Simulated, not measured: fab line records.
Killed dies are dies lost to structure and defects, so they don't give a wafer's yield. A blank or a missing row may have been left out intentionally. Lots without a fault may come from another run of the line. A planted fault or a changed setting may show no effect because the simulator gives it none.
What tool caused it? + flow rit_cmos + 42 wafers from 14 lots sampled at 4 of the route's 202 steps

== WHAT EACH GAUGE READ, for each wafer ==
RIT_GATE_OVL_MEAS_17. Usual: GATE_OVL gives -0.7 nm (standard deviation 1.4).
| lot  | measured    | on         | GATE_OVL (nm)     | flag |
|------|-------------|------------|-------------------|------|
| L837 | day 2 14:23 | overlay-02 | -2.4 -2.1 -2.1    |      |
| L838 | day 2 18:28 | overlay-01 | -3.0 0.3 0.4      |      |
| L839 | day 2 22:16 | overlay-01 | 2.1 1.6 -0.1      |      |
| L840 | day 3 03:53 | overlay-02 | -1.6 -2.1 -1.8    |      |
| L841 | day 3 09:55 | overlay-01 | -2.0 0.0 -1.0     |      |
| L843 | day 3 19:05 | overlay-02 | -2.8 -2.7 -3.5    |      |
| L844 | day 3 22:49 | overlay-01 | 127.1 126.1 130.0 | OFF  |
| L845 | day 4 04:13 | overlay-01 | 0.4 0.1 -0.7      |      |
| L847 | day 4 18:23 | overlay-02 | 129.6 130.1 129.0 | OFF  |
| L849 | day 5 02:05 | overlay-01 | 129.0 129.0 129.1 | OFF  |
| L851 | day 5 15:17 | overlay-01 | 0.1 -0.3 3.4      |      |
| L854 | day 6 04:13 | overlay-01 | -2.1 -1.7 -1.2    |      |
| L858 | day 6 23:13 | overlay-01 | 0.3 1.5 1.6       |      |
| L859 | day 7 03:50 | overlay-02 | 0.7 -0.8 -1.2     |      |

RIT_GATE_CD_MEAS_90 targets a cd of 150 nm. Usual: cd_nm at 150.0 nm, with a standard deviation of 2.4.
| lot  | measured    | on        | cd_nm (nm)        | flag |
|------|-------------|-----------|-------------------|------|
| L837 | day 2 14:58 | cd_sem-01 | 150.6 154.6 152.4 |      |
| L838 | day 2 18:56 | cd_sem-01 | 150.2 148.5 148.1 |      |
| L839 | day 2 22:44 | cd_sem-02 | 146.9 145.5 143.9 |      |
| L840 | day 3 04:21 | cd_sem-01 | 147.6 149.2 147.5 |      |
| L841 | day 3 10:25 | cd_sem-01 | 148.7 147.2 149.7 |      |
| L843 | day 3 19:41 | cd_sem-02 | 152.9 150.0 149.3 |      |
| L844 | day 3 23:19 | cd_sem-01 | 151.9 151.8 151.5 |      |
| L845 | day 4 04:41 | cd_sem-02 | 150.6 152.2 152.8 |      |
| L847 | day 4 18:53 | cd_sem-02 | 150.0 152.6 150.5 |      |
| L849 | day 5 02:34 | cd_sem-02 | 152.6 153.4 155.5 |      |
| L851 | day 5 15:49 | cd_sem-01 | 149.1 148.9 149.9 |      |
| L854 | day 6 04:43 | cd_sem-02 | 146.0 147.7 147.2 |      |
| L858 | day 6 23:41 | cd_sem-01 | 147.1 146.9 147.1 |      |
| L859 | day 7 04:18 | cd_sem-01 | 152.3 152.7 152.9 |      |

RIT_NLDD_TW_MEAS_10. Usual: NLDD_TW gives 2533 (standard deviation 22).
| lot  | measured    | on            | NLDD_TW        | flag |
|------|-------------|---------------|----------------|------|
| L837 | day 2 19:25 | film_metro-04 | 2530 2510 2508 |      |
| L838 | day 2 23:24 | film_metro-02 | 2514 2509 2501 |      |
| L839 | day 3 03:19 | film_metro-03 | 2549 2560 2565 |      |
| L840 | day 3 09:29 | film_metro-03 | 2556 2562 2569 |      |
| L841 | day 3 14:59 | film_metro-02 | 2512 2502 2501 |      |
| L843 | day 4 00:15 | film_metro-03 | 2529 2529 2541 |      |
| L844 | day 4 04:09 | film_metro-04 | 2534 2536 2529 |      |
| L845 | day 4 11:11 | film_metro-02 | 2522 2513 2507 |      |
| L847 | day 5 00:05 | film_metro-03 | 2556 2552 2552 |      |
| L849 | day 5 07:08 | film_metro-03 | 2542 2561 2549 |      |
| L851 | day 5 21:54 | film_metro-04 | 2515 2517 2523 |      |
| L854 | day 6 09:10 | film_metro-02 | 2519 2517 2519 |      |
| L858 | day 7 04:33 | film_metro-04 | 2519 2528 2525 |      |
| L859 | day 7 08:53 | film_metro-04 | 2538 2533 2540 |      |

== WHAT TOOL EACH LOT RAN ON (gives the tool, then ch and the chambers of the sampled wafers, and finally the start) ==
| lot  | RIT_GATE_EXPOSE_13                 |
|------|------------------------------------|
| L837 | iline_stepper-02 ch 0, day 2 13:53 |
| L838 | iline_stepper-01 ch 0, day 2 17:57 |
| L839 | iline_stepper-02 ch 0, day 2 21:41 |
| L840 | iline_stepper-01 ch 0, day 3 03:22 |
| L841 | iline_stepper-01 ch 0, day 3 09:25 |
| L843 | iline_stepper-02 ch 0, day 3 18:35 |
| L844 | iline_stepper-01 ch 0, day 3 22:19 |
| L845 | iline_stepper-02 ch 0, day 4 03:41 |
| L847 | iline_stepper-01 ch 0, day 4 17:53 |
| L849 | iline_stepper-01 ch 0, day 5 01:34 |
| L851 | iline_stepper-02 ch 0, day 5 14:37 |
| L854 | iline_stepper-02 ch 0, day 6 03:43 |
| L858 | iline_stepper-02 ch 0, day 6 22:42 |
| L859 | iline_stepper-02 ch 0, day 7 03:19 |
- RIT_GATE_EXPOSE_13: exposes mask M6, target cd 150 nm.

== AS READ BY THE TOOLS THEMSELVES (means over the sampled wafers that have a number; for cases with no such wafer, the mark the record gives instead) ==
The record holds no such reading with a usual standard deviation.

== THE ANSWER, worked out from the rows above alone ==
Rule: lot off if the mean of its wafers having a number is beyond 3 standard deviations from the usual mean. Also off: a lot with no number at a reading for which 4 or more lots have one. Where the step has rows for the other lots, those lots are counted as sound. Order of review: gauges by route order, followed by the tools' own readings, for which a lot's mean as printed above is used. The first step at which some lot is off is used, and at that step the reading that is off furthest; a lot without a number counts as furthest.
Off: L844, L847, L849, seen at RIT_GATE_OVL_MEAS_17 (GATE_OVL).
If a tool, at a process step before that reading, ran all the lots that are off and no sound lot after the first of them, it fits. Gauges at RIT_GATE_OVL_MEAS_17: tried the same way as those tools. One fits: iline_stepper-01 at RIT_GATE_EXPOSE_13. Its last sound lot is L841 (day 3 09:25), its first lot that is off L844 (day 3 22:19): a fault that began between those two fits.

== WHAT HAD BEEN PUT IN BY THE SIMULATOR ==
Scanner matching overlay: iline_stepper-01, from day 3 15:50 on, at RIT_GATE_EXPOSE_13. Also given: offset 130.
Shown lots that were struck: L844, L847, L849. This agrees with what the rule above found.
